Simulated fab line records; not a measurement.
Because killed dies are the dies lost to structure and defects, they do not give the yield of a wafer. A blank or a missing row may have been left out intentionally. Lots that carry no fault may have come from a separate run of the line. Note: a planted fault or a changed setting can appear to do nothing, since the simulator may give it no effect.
A lot that was struck, set against a sound lot / flow ritCmos / 15 out of 202 route steps
Sound: the wafers L867.1, L867.2, L867.5. The struck wafers were L870.2, L870.3, L870.4. Last of all comes the cause.
Per side, at each step with rows, come the tool, then ch with its chambers, and then its first start. Under that, the readings that differ: sound wafers / struck wafers / difference of the means / sigmas: that difference in standard deviations of wafers without a fault.
alike: readings whose means differ by less than 2 such deviations, and words and numbers that are the same on both sides. not compared: withheld readings, readings that some wafer has no value for, bounds like >300 that may hide the same value, and numbers for which the record gives no deviation and whose values overlap.
Wherever a step has rows on one side only, a row that says differs or no value, or a row with sigmas, the two part there. When numbers do not overlap yet have no deviation, they are printed without sigmas and do not part them. A reading that every wafer of one side lacks parts them only if that side has two wafers or more.

RIT_CONTACT_CVD_00: deposits SiO2 from TEOS, target thk 400 nm, time 61 s.
  sound on pecvd-03 ch 0,2, day 4 07:58; struck on pecvd-03 ch 0,2, day 5 00:44
  alike: heaterPowerW
RIT_CONTACT_THK_MEAS_01:
  sound on filmMetro-01, day 4 08:01; struck on filmMetro-03, day 5 00:47
  alike: CONTACT_TEOS_THK
then, 6 steps without rows for these wafers: RIT_CONTACT_HMDS_02 (prime time 60 s); RIT_CONTACT_COAT_03 (resist thk 1000 nm); RIT_CONTACT_SOFTBAKE_04 (time 60 s); RIT_CONTACT_EXPOSE_05 (exposes mask M11, target cd 1000 nm); RIT_CONTACT_PEB_06; RIT_CONTACT_DEVELOP_07 (develop time 120 s).
RIT_CONTACT_CD_MEAS_08: the cd target is 1000 nm.
  sound on cdSem-02, day 4 09:10; struck on cdSem-02, day 5 01:57
  alike: cdNm
RIT_CONTACT_OVL_MEAS_09:
  sound on overlay-01, day 4 09:17; struck on overlay-02, day 5 02:04
  alike: CONTACT_OVL
then, 1 step without rows for these wafers: RIT_CONTACT_HARDBAKE_10 (time 60 s).
RIT_CONTACT_ETCH_11: etches SiO2 in CHF3/CF4/Ar, stops on TiSi2, target depth 480 nm, time 320 s.
  sound on rieDiel-04 ch 1,2, day 4 09:29; struck on rieDiel-03 ch 1,2, day 5 02:14
reading=O2_flow_sccm (sccm); sound=4.994 4.988 4.991; struck=5.015 5.019 5.028; difference=+0.030; sigmas=+2
  alike: CHF3_flow_sccm, drypumpMotorCurrentA, oesProductAu, throttleValvePct
  not compared: rfHoursCounterH
RIT_CONTACT_STRIP_12: strips in O2, time 180 s.
  sound on plasmaAsher-01 ch 0,1, day 4 09:40; struck on plasmaAsher-03 ch 0,1, day 5 02:26
  no value came back on the struck wafers for chamberPressureMTorr (mTorr), drypumpMotorCurrentA (A); on the sound wafers chamberPressureMTorr (mTorr) reads 4003 4000 4000
reading=model.NOVOLAK_of_CONTACT_COAT_03.thkNm (nm); sound=0 0 0; struck=766.1 764.9 766.7; difference=+765.9; sigmas=
  not compared: rfHoursCounterH
RIT_CONTACT_CD_MEAS_90: the cd target is 1000 nm.
  sound on cdSem-02, day 4 09:51; struck on cdSem-01, day 5 02:38
  alike: cdNm
RIT_M1_PROBE_99:
  sound on prober-02, day 4 14:29; struck on prober-01, day 5 07:19
reading=killed_at_M0_to_M3; sound=0 0 0; struck=256 252 250; difference=+253; sigmas=+99 or more
reading=killedDies; sound=5 3 8; struck=264 264 264; difference=+259; sigmas=+81
reading=killedOnRim; sound=1 0 2; struck=70 70 70; difference=+69; sigmas=+46
  alike: killedAtContacts, killedAtFrontEnd, killedOpen, killedShort

WHERE THEY PART
At RIT_CONTACT_ETCH_11 first; at RIT_M1_PROBE_99 last (within this record only).

WHY: what had been put in by the simulator
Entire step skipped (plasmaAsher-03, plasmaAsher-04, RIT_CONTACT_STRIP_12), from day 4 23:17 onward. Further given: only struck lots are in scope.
